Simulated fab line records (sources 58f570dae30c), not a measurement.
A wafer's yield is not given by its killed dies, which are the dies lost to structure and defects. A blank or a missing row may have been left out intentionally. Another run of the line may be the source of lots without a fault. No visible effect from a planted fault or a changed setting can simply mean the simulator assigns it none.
Which tool is to blame? | flow berkeley_cmos170 | 39 wafers from 13 lots sampled at 6 of the route's 331 steps

== WHAT THE GAUGES SHOWED, per wafer ==
UCB170_NWELL_THK_MEAS_02.
lot  | measured    | on            | NWELL_OXIDE_THK (nm)
L376 | day 2 19:18 | film_metro-02 | 27.0 27.0 27.0
L380 | day 3 20:37 | film_metro-01 | 26.4 26.6 26.3
L382 | day 4 01:30 | film_metro-02 | 26.0 26.2 26.0
L381 | day 4 01:32 | film_metro-01 | 26.7 26.6 26.7
L388 | day 5 00:04 | film_metro-02 | 25.6 26.2 25.6
L390 | day 5 07:11 | film_metro-03 | 25.9 26.0 26.4
L389 | day 5 07:12 | film_metro-01 | 26.1 26.2 26.1
L391 | day 5 17:22 | film_metro-03 | 25.3 25.4 25.4
L392 | day 5 23:08 | film_metro-03 | 25.7 25.9 25.7
L394 | day 6 06:05 | film_metro-03 | 25.9 25.5 25.6
L395 | day 6 09:57 | film_metro-01 | 26.7 26.1 26.1
L396 | day 6 15:38 | film_metro-02 | 26.7 26.8 26.5
L397 | day 6 19:27 | film_metro-02 | 26.8 26.7 26.8

UCB170_PWELL_THK_MEAS_06.
lot  | measured    | on            | PWELL_NITRIDE_THK (nm)
L376 | day 4 11:02 | film_metro-03 | 218.4 218.0 218.8
L380 | day 4 18:41 | film_metro-03 | 225.0 223.6 223.0
L382 | day 5 00:56 | film_metro-04 | 220.5 221.8 221.8
L381 | day 5 00:58 | film_metro-01 | 221.8 220.9 220.5
L388 | day 5 23:42 | film_metro-04 | 220.2 217.4 219.5
L390 | day 6 08:43 | film_metro-04 | 219.0 218.8 217.9
L389 | day 6 08:44 | film_metro-01 | 220.8 221.6 219.5
L391 | day 6 21:38 | film_metro-03 | 221.9 223.5 223.2
L392 | day 7 08:46 | film_metro-04 | 215.8 218.0 219.2
L394 | day 7 08:47 | film_metro-03 | 219.8 219.7 219.9
L395 | day 7 13:46 | film_metro-03 | 220.4 219.9 219.7
L396 | day 7 17:44 | film_metro-03 | 217.5 218.8 219.4
L397 | day 7 17:45 | film_metro-04 | 219.9 219.0 222.4

UCB170_PWELL_OVL_MEAS_13.
lot  | measured    | on         | PWELL_OVL (nm)
L376 | day 4 12:18 | overlay-02 | - - -
L380 | day 4 20:31 | overlay-02 | -3 2 -5
L382 | day 5 02:47 | overlay-01 | 4 3 4
L381 | day 5 02:35 | overlay-01 | 1 3 1
L388 | day 6 01:00 | overlay-01 | -2 8 9
L390 | day 6 12:17 | overlay-01 | 1 -5 -1
L389 | day 6 12:19 | overlay-02 | 2 7 8
L391 | day 6 22:35 | overlay-01 | 8 5 4
L392 | day 7 11:14 | overlay-02 | 4 5 5
L394 | day 7 11:11 | overlay-02 | -3 -2 -7
L395 | day 7 14:50 | overlay-02 | 14 8 15
L396 | day 7 20:47 | overlay-02 | 3 -7 -6
L397 | day 7 21:19 | overlay-02 | -4 4 1

UCB170_PWELL_TW_MEAS_17.
lot  | measured    | on            | PWELL_TW
L376 | day 4 12:41 | film_metro-01 | 30 30 30
L380 | day 4 20:54 | film_metro-04 | 374 376 375
L382 | day 5 03:10 | film_metro-03 | 384 385 384
L381 | day 5 02:58 | film_metro-03 | 385 385 385
L388 | day 6 01:23 | film_metro-01 | 379 381 382
L390 | day 6 12:40 | film_metro-04 | 377 377 377
L389 | day 6 12:43 | film_metro-03 | 383 383 385
L391 | day 6 22:58 | film_metro-01 | 384 381 381
L392 | day 7 11:37 | film_metro-03 | 382 380 382
L394 | day 7 11:34 | film_metro-04 | 376 376 377
L395 | day 7 15:13 | film_metro-04 | 375 376 377
L396 | day 7 21:11 | film_metro-01 | 383 380 382
L397 | day 7 21:43 | film_metro-03 | 381 382 382

UCB170_ACTIVE_THK_MEAS_06.
lot  | measured    | on            | ACTIVE_NITRIDE_THK (nm)
L380 | day 6 05:01 | film_metro-04 | 221.8 219.6 220.0
L382 | day 6 05:08 | film_metro-04 | 220.4 220.4 219.9
L381 | day 6 05:06 | film_metro-02 | 219.8 218.9 218.4
L388 | day 7 08:55 | film_metro-01 | 218.7 218.6 218.7
L390 | day 7 18:58 | film_metro-01 | 219.7 217.8 219.5
L389 | day 7 18:59 | film_metro-02 | 215.5 215.5 214.0
L391 | day 8 07:32 | film_metro-04 | 220.2 218.1 217.0
L392 | day 8 18:51 | film_metro-02 | 222.0 219.3 222.1
L394 | day 8 18:52 | film_metro-01 | 219.6 221.0 222.2
L395 | day 8 23:50 | film_metro-01 | 220.6 220.5 220.8
L396 | day 8 23:50 | film_metro-02 | 219.9 217.1 217.2
L397 | day 8 23:51 | film_metro-04 | 221.4 218.6 220.1

== WHICH TOOL RAN EACH LOT (tool, then ch and the chambers of the sampled wafers, then the start) ==
lot  | UCB170_PWELL_EXPOSE_10
L376 | krf_scanner-02 ch 0, day 4 11:56
L380 | krf_scanner-02 ch 0, day 4 19:46
L382 | krf_scanner-01 ch 0, day 5 02:08
L381 | krf_scanner-02 ch 0, day 5 01:52
L388 | krf_scanner-01 ch 0, day 6 00:27
L390 | krf_scanner-01 ch 0, day 6 10:45
L389 | krf_scanner-02 ch 0, day 6 11:02
L391 | krf_scanner-02 ch 0, day 6 22:11
L392 | krf_scanner-02 ch 0, day 7 09:56
L394 | krf_scanner-01 ch 0, day 7 09:40
L395 | krf_scanner-01 ch 0, day 7 14:25
L396 | krf_scanner-02 ch 0, day 7 19:04
L397 | krf_scanner-01 ch 0, day 7 19:28
- UCB170_PWELL_EXPOSE_10: exposes mask PWELL, target cd 3000 nm.

== WHAT THE TOOLS THEMSELVES READ (means of the sampled wafers that have a number; where no wafer has one, the mark that the record gives instead) ==
UCB170_PWELL_EXPOSE_10.
lot  | tool           | stage_vel_mm_s (mm/s)
L376 | krf_scanner-02 | 499.91
L380 | krf_scanner-02 | 499.90
L382 | krf_scanner-01 | 499.94
L381 | krf_scanner-02 | 499.78
L388 | krf_scanner-01 | 500.17
L390 | krf_scanner-01 | 500.29
L389 | krf_scanner-02 | 500.06
L391 | krf_scanner-02 | 499.57
L392 | krf_scanner-02 | 500.06
L394 | krf_scanner-01 | 499.84
L395 | krf_scanner-01 | 499.91
L396 | krf_scanner-02 | 499.95
L397 | krf_scanner-01 | 500.17

== THE ANSWER, worked out from the rows above alone ==
Rule: usual is defined by the lots themselves. Put in order of their means at a reading, lots are off if they are a third of the lots or fewer, leave a main group of 4 or more, and stand apart from it by a gap of 3 or more times the standard deviation of the main group's means; of several such gaps the widest counts. Not used: any main group whose means are identical at the precision the tables above print for the reading. Also off: a lot with no number at a reading for which 4 or more lots have one. All remaining lots with rows at the step are treated as sound. Order of review: gauges by route order, followed by the tools' own readings, for which a lot's mean as printed above is used. At the first step where some lot is off, the reading lying furthest off is the one used; lots without a number count as furthest.
Off: L376, at UCB170_PWELL_OVL_MEAS_13 (PWELL_OVL). Without a number there: L376. The main group has a mean of 2 nm with a standard deviation of 4.5.
A tool fits if, at a process step before that reading, it ran every lot that is off, and no sound lot after the first of them. Not tried: the gauges at UCB170_PWELL_OVL_MEAS_13; whatever is off there is also off at UCB170_PWELL_TW_MEAS_17, on other tools, and gauge error can't account for it. Of those tried, none fits.

== WHAT THE SIMULATOR PUT IN ==
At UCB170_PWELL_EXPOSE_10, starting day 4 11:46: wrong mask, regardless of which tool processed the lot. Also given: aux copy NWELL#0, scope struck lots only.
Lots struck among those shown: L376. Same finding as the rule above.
